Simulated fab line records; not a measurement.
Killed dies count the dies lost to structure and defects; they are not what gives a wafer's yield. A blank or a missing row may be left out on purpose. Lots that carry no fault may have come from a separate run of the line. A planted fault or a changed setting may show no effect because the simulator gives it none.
Lot-split experiment / flow rit_cmos / 4 lots, 21 wafers read, on a route of 202 steps

ON THE SPLIT
At RIT_ACTIVE_CVD_03 (deposits Si3N4 from SiH2Cl2/NH3, target thk 150 nm, time 1500 s), the setting temp_c was moved away from the recipe's 810 C on 12 of the 21 wafers read, by -1.2% to -0.9%. All remaining wafers had this setting at the recipe value.

Split to reading: the file shows no intervening step.

THE READING
At RIT_ACTIVE_THK_MEAS_04: ACTIVE_NITRIDE_THK, given in nm. A value of 149.3 nm with a standard deviation of 1.1 nm is what fault-free wafers of this fab line usually give.

wafer=L077.1; tool, chamber at the split=-, -; temp_c as run, C=800.1; against the recipe=-1.2%; ACTIVE_NITRIDE_THK, nm=126.0; against lot-mates on the recipe=no lot-mate on the recipe
wafer=L077.2; tool, chamber at the split=-, -; temp_c as run, C=800.1; against the recipe=-1.2%; ACTIVE_NITRIDE_THK, nm=126.4; against lot-mates on the recipe=no lot-mate on the recipe
wafer=L077.3; tool, chamber at the split=-, -; temp_c as run, C=800.1; against the recipe=-1.2%; ACTIVE_NITRIDE_THK, nm=125.6; against lot-mates on the recipe=no lot-mate on the recipe
wafer=L077.4; tool, chamber at the split=-, -; temp_c as run, C=800.1; against the recipe=-1.2%; ACTIVE_NITRIDE_THK, nm=125.7; against lot-mates on the recipe=no lot-mate on the recipe
wafer=L077.5; tool, chamber at the split=-, -; temp_c as run, C=800.1; against the recipe=-1.2%; ACTIVE_NITRIDE_THK, nm=126.9; against lot-mates on the recipe=no lot-mate on the recipe
wafer=L077.6; tool, chamber at the split=-, -; temp_c as run, C=800.1; against the recipe=-1.2%; ACTIVE_NITRIDE_THK, nm=124.8; against lot-mates on the recipe=no lot-mate on the recipe
wafer=L078.4; tool, chamber at the split=lpcvd-01, 0; temp_c as run, C=810; against the recipe=recipe; ACTIVE_NITRIDE_THK, nm=150.8; against lot-mates on the recipe=-
wafer=L078.5; tool, chamber at the split=lpcvd-01, 0; temp_c as run, C=810; against the recipe=recipe; ACTIVE_NITRIDE_THK, nm=150.3; against lot-mates on the recipe=-
wafer=L078.6; tool, chamber at the split=lpcvd-01, 0; temp_c as run, C=810; against the recipe=recipe; ACTIVE_NITRIDE_THK, nm=148.5; against lot-mates on the recipe=-
wafer=L079.1; tool, chamber at the split=-, -; temp_c as run, C=802.8; against the recipe=-0.9%; ACTIVE_NITRIDE_THK, nm=128.9; against lot-mates on the recipe=no lot-mate on the recipe
wafer=L079.2; tool, chamber at the split=-, -; temp_c as run, C=802.8; against the recipe=-0.9%; ACTIVE_NITRIDE_THK, nm=129.8; against lot-mates on the recipe=no lot-mate on the recipe
wafer=L079.3; tool, chamber at the split=-, -; temp_c as run, C=802.8; against the recipe=-0.9%; ACTIVE_NITRIDE_THK, nm=130.8; against lot-mates on the recipe=no lot-mate on the recipe
wafer=L079.4; tool, chamber at the split=-, -; temp_c as run, C=802.8; against the recipe=-0.9%; ACTIVE_NITRIDE_THK, nm=129.8; against lot-mates on the recipe=no lot-mate on the recipe
wafer=L079.5; tool, chamber at the split=-, -; temp_c as run, C=802.8; against the recipe=-0.9%; ACTIVE_NITRIDE_THK, nm=129.7; against lot-mates on the recipe=no lot-mate on the recipe
wafer=L079.6; tool, chamber at the split=-, -; temp_c as run, C=802.8; against the recipe=-0.9%; ACTIVE_NITRIDE_THK, nm=130.2; against lot-mates on the recipe=no lot-mate on the recipe
wafer=L085.1; tool, chamber at the split=-, -; temp_c as run, C=810; against the recipe=recipe; ACTIVE_NITRIDE_THK, nm=149.0; against lot-mates on the recipe=-
wafer=L085.2; tool, chamber at the split=-, -; temp_c as run, C=810; against the recipe=recipe; ACTIVE_NITRIDE_THK, nm=148.4; against lot-mates on the recipe=-
wafer=L085.3; tool, chamber at the split=-, -; temp_c as run, C=810; against the recipe=recipe; ACTIVE_NITRIDE_THK, nm=148.5; against lot-mates on the recipe=-
wafer=L085.4; tool, chamber at the split=-, -; temp_c as run, C=810; against the recipe=recipe; ACTIVE_NITRIDE_THK, nm=149.8; against lot-mates on the recipe=-
wafer=L085.5; tool, chamber at the split=-, -; temp_c as run, C=810; against the recipe=recipe; ACTIVE_NITRIDE_THK, nm=149.7; against lot-mates on the recipe=-
wafer=L085.6; tool, chamber at the split=-, -; temp_c as run, C=810; against the recipe=recipe; ACTIVE_NITRIDE_THK, nm=147.8; against lot-mates on the recipe=-

THE FIT
A straight line over all 21 wafers: ACTIVE_NITRIDE_THK changes by +19.7 nm for each +1% of temp_c; r = +0.99; the points scatter about the line by 1.3 nm.
Too few moved wafers have a lot-mate on the recipe to fit a line with each lot's own level taken away.

THE WHOLE CHAIN: every reading that the file lists as answering this split, in the file's order
step=RIT_ACTIVE_CVD_03; what it does=deposits Si3N4 from SiH2Cl2/NH3, target thk 150 nm, time 1500 s; reading=Si3N4_of_ACTIVE_CVD_03.thk_nm (the simulator's own value, which no gauge read); change (the file's fit)=+19.8 nm for each +1% of the setting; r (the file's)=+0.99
step=RIT_ACTIVE_THK_MEAS_04; what it does=; reading=ACTIVE_NITRIDE_THK; change (the file's fit)=+19.8 for each +1% of the setting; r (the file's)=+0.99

FILE'S OWN FIT
ACTIVE_NITRIDE_THK changes by +19.8 nm for each +1% of temp_c, r = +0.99.
